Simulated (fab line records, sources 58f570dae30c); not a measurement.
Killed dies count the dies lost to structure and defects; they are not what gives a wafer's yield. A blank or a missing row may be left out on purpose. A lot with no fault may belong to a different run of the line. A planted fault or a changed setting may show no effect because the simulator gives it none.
Code-filled problem report in 8D (eight disciplines) form :: flow berkeley-cmos170 :: the parts of the form that need people (team, actions taken, sign-off) are left out

## 1. PROBLEM STATEMENT
Across 6 wafers from 2 lots, CONTACT_PSG_THK at UCB170_CONTACT_THK_MEAS_02 averages 620 nm, while fault-free wafers read 698 nm with a standard deviation of 6.5. That puts it -12 standard deviations away from the usual mean.
Earliest sighting: wafer L474.1 on film-metro-02 at day 10 03:31. The record has a number at this step for 42 wafers belonging to 14 lots. Rule for "out" (also "out of limits"): further than 4 standard deviations from the usual mean. The other wafers with a number count as sound.

## 2. WHAT IT IS, AND WHAT IT ISN'T
question: which readings at this step
is: CONTACT_PSG_THK
is not: -

question: which lots
is: L474, L475
is not: L460, L461, L462, L463, L464, L465, L467, L468, L472, L477, L480, L481

question: which wafers of those lots
is: all that have a number
is not: -

question: read on which gauges
is: film-metro-02
is not: film-metro-01, film-metro-04

question: when
is: from day 10 03:31
is not: up to then (27 sound wafers); but 9 sound wafers of L477, L480, L481 came after

## 3. WHAT RULES OUT EACH SUSPECT
Counting: a tool stays on the suspect list if, at a process step up to the reading, it processed all lots that are out and no sound lot following the first of them.
- the gauge at UCB170_CONTACT_THK_MEAS_02: ruled out. All the wafers that are out were read on film-metro-02, but those of them that UCB170_CONTACT_CVD_01 has rows for are out there too, on other tools.
- lpcvd-01 at UCB170_CONTACT_CVD_01 (deposits PSG from SiH4/O2/PH3, target thk 700 nm, time 2820 s): kept. It processed each lot that is out, first L474 at day 10 01:44, and no sound lot thereafter; up to then, the last sound lot it processed was L468 at day 8 07:56. Out on those wafers are its own readings of spike-tc-centre-C, susceptor-temp-C.
Remaining after the count: lpcvd-01 at UCB170_CONTACT_CVD_01.

## 4. THE CAUSE (what the simulator had put in)
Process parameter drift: lpcvd-01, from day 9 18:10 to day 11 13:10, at UCB170_CONTACT_CVD_01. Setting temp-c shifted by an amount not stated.
This tool alone remained once counting was done.

## 5. THE CHAIN OF EFFECTS, in route order
Rows list readings where the struck wafers' mean (over those with a number) sits beyond 3 standard deviations from the usual. Scope: only readings with a usual standard deviation given in the record; hours: median across lots of the time from each lot's start at the first step in this table that gives one to its start at this step; sigmas: change in usual standard deviations.
hours: 0
step: UCB170_CONTACT_CVD_01
reading: spike-tc-centre-C
usual: 452.6 C
on struck wafers: 440.5
change: -12.1
sigmas: -11

hours: 0
step: UCB170_CONTACT_CVD_01
reading: spike-tc-load-C
usual: 470 C
on struck wafers: 454
change: -16
sigmas: -4.6

hours: 0
step: UCB170_CONTACT_CVD_01
reading: spike-tc-source-C
usual: 468.4 C
on struck wafers: 458.0
change: -10.4
sigmas: -3.7

hours: 0
step: UCB170_CONTACT_CVD_01
reading: susceptor-temp-C
usual: 449.97 C
on struck wafers: 436.69
change: -13.29
sigmas: -60

hours: 2
step: UCB170_CONTACT_THK_MEAS_02
reading: CONTACT_PSG_THK
usual: 698 nm
on struck wafers: 620
change: -78
sigmas: -12

hours: -
step: UCB170_CONTACT_ETCH_18
reading: oes-product-au
usual: 0.891 a.u.
on struck wafers: 0.838
change: -0.053
sigmas: -3.1
Its process steps:
- UCB170_CONTACT_CVD_01: deposits PSG from SiH4/O2/PH3, target thk 700 nm, time 2820 s.
- UCB170_CONTACT_ETCH_18: etches PSG in CHF3/CF4/Ar, stops on TiSi2, target depth 840 nm, time 195 s.

## 6. HOW IT WOULD HAVE BEEN CAUGHT EARLIER
Counted from the fault's start at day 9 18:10, it took 9 hours until the first out-of-limits reading at a measuring or inspecting step in this record, taken at day 10 03:31.
Tool's own readings at UCB170_CONTACT_CVD_01, spike-tc-centre-C, susceptor-temp-C: out on all struck wafers the step has rows for; an alarm limit on them would have tripped on the first.
Among the 2 lots that are out, L475 began UCB170_CONTACT_CVD_01 on lpcvd-01 after day 10 03:31. A tool hold placed at that time would have kept it from harm.
